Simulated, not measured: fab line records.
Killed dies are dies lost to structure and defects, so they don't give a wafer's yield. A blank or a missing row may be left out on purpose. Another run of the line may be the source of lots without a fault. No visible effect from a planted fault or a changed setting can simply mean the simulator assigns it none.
Comparing a struck lot with a sound one + flow berkeley-cmos170 + 15 out of 331 route steps
Sound: wafers L619.1, L619.4, L619.6. Struck: wafers L627.1, L627.3, L627.5. The cause is named last.
Each step with rows lists, per side, the tool, then ch with its chambers, then its first start. Under that, the readings that differ: sound wafers + struck wafers + difference of the means + sigmas: that difference in standard deviations of wafers without a fault.
alike: a reading whose means differ by less than 2 such deviations, as well as words and numbers matching on both sides. not compared: withheld readings; readings where some wafer has no value; bounds like >300 that might hide an equal value; numbers whose values overlap and for which the record gives no deviation.
The two part at a step that has a row with sigmas, a row that says differs or no value, or rows on one side only. Numbers that have no deviation but don't overlap get no sigmas and don't part them. Lack of a reading on every wafer of one side parts them only where that side has two or more wafers.

first, 4 steps without rows for these wafers: UCB170_M2_SOFTBAKE_11 (time 60 s); UCB170_M2_EXPOSE_12 (exposes mask METAL2, target cd 700 nm); UCB170_M2_PEB_13; UCB170_M2_DEVELOP_14 (develop time 43.67 s).
UCB170_M2_CD_MEAS_15 targets a cd of 700 nm.
  sound on cd-sem-01, day 9 21:23; struck on cd-sem-01, day 11 11:59
  alike: cd-nm
UCB170_M2_OVL_MEAS_16:
  sound on overlay-02, day 9 21:30; struck on overlay-02, day 11 12:06
  alike: M2_OVL
UCB170_M2_ETCH_17: etches BARC in N2/H2.
  sound on rie-diel-02 ch 1,2, day 9 21:32; struck on rie-diel-03 ch 0,3, day 11 12:08
  alike: drypump-motor-current-A, oes-product-au, throttle-valve-pct
UCB170_M2_METAL_ETCH_18: etches Al in Cl2/BCl3, stops on SiO2, target depth 1170 nm, time 195 s.
  sound on rie-metal-01 ch 0,1, day 9 21:35; struck on rie-metal-04 ch 0,1, day 11 12:10
  alike: drypump-motor-current-A, oes-product-au, throttle-valve-pct
  not compared: rf-hours-counter-h
UCB170_M2_STRIP_19: strips in O2.
  sound on plasma-asher-03 ch 0,1, day 9 21:46; struck on plasma-asher-04 ch 0,1, day 11 12:22
  alike: drypump-motor-current-A, o2-flow-sccm, oes-product-au
  not compared: rf-hours-counter-h
UCB170_M2_CD_MEAS_90 targets a cd of 700 nm.
  sound on cd-sem-01, day 9 21:52; struck on cd-sem-01, day 11 12:28
  alike: cd-nm
UCB170_V2_CVD_00: deposits SiO2 from TEOS/O2, target thk 2000 nm, time 250 s.
  sound on pecvd-03 ch 0,1,2, day 9 21:59; struck on pecvd-03 ch 0,2, day 11 12:35
  alike: heater-power-w
UCB170_V2_THK_MEAS_01:
  sound on film-metro-01, day 9 22:08; struck on film-metro-01, day 11 12:44
  alike: V2_TEOS_THK
UCB170_V2_CMP_02: polishes SiO2.
  sound on cmp-01 ch 0,1,2, day 9 22:15; struck on cmp-01 ch 0,2,3, day 11 12:54
  no value came back on the struck wafers for any of 5 readings (edge-zone-pressure-frac, head-pressure-psi (psi) and others); on the sound wafers edge-zone-pressure-frac reads 0.997 1.001 0.996
| reading                             | sound            | struck         | difference | sigmas |
|-------------------------------------|------------------|----------------|------------|--------|
| model.SiO2_of_V2_CVD_00.thk-nm (nm) | 1001 997.9 996.7 | 2028 1997 2010 | +1013      |        |
UCB170_V2_BOW_MEAS_03:
  sound on film-metro-04, day 9 22:30; struck on film-metro-04, day 11 13:23
| reading     | sound    | struck | difference                    | sigmas |
|-------------|----------|--------|-------------------------------|--------|
| V2_BOW (um) | 41 30 47 | - - -  | no value on the struck wafers |        |
  not compared: hold
UCB170_M3_PROBE_99:
  rows exist in the record for the sound wafers here (prober-02, day 10 03:47), none for the struck ones

== WHERE THEY PART ==
Last at UCB170_M3_PROBE_99 as far as this record goes, first at UCB170_V2_CMP_02.

WHY: the cause the simulator had injected
Step skipped in full: cmp-01, at UCB170_V2_CMP_02, from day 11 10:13 onward. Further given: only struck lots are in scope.
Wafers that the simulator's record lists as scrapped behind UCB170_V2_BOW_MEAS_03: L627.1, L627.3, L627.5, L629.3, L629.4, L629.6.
